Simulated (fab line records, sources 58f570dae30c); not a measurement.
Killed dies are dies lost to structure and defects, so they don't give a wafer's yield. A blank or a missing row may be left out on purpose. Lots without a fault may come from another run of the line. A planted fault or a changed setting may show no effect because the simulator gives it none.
Chamber matching | flow berkeley_cmos170 | UCB170_GATE_ETCH_15 on rie_si-02: 4 sister chambers
The step etches poly-Si in HBr/Cl2, stops on SiO2, time 56.3 s, target depth 278.2 nm. 4 wafers are shown with their chamber, then 7 later ones without.

WAFERS WITH THEIR CHAMBER
wafer  | chamber | throttle_valve_pct (%)
L299.6 | 2       | 26.29
L302.2 | 1       | 26.34
L306.1 | 3       | 26.04
L306.2 | 0       | 26.62

WAFERS WITHOUT THEIR CHAMBER
wafer  | throttle_valve_pct (%)
L306.3 | 26.33
L301.1 | 26.62
L301.2 | 26.31
L301.4 | 26.32
L309.2 | 26.32
L309.3 | 26.04
L309.5 | 26.33

WHICH CHAMBER EACH WENT THROUGH
wafer  | from the rows above     | in truth
L306.3 | 1                       | 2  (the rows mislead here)
L301.1 | 0                       | 0
L301.2 | can't be placed: 2 or 1 | 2
L301.4 | can't be placed: 1 or 2 | 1
L309.2 | can't be placed: 1 or 2 | 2
L309.3 | 3                       | 3
L309.5 | 1                       | 1
Placed correctly: 3 of 7. Can't be placed from these rows: 3 (the true chamber is among the candidates in 3). Placed wrongly: 1.
How it was worked out, from the rows above alone: a wafer's distance from a chamber is the root of the sum, over the readings, of the square of ((its reading less the chamber's mean) divided by the reading's scatter). The wafer belongs to the nearest chamber; if the next one is less than 2 further off, it can't be placed. A chamber's mean is the mean of its shown wafers. The scatter: with one shown wafer a chamber, the root of the mean of the squares of how far each hidden wafer lies from its nearest shown one.
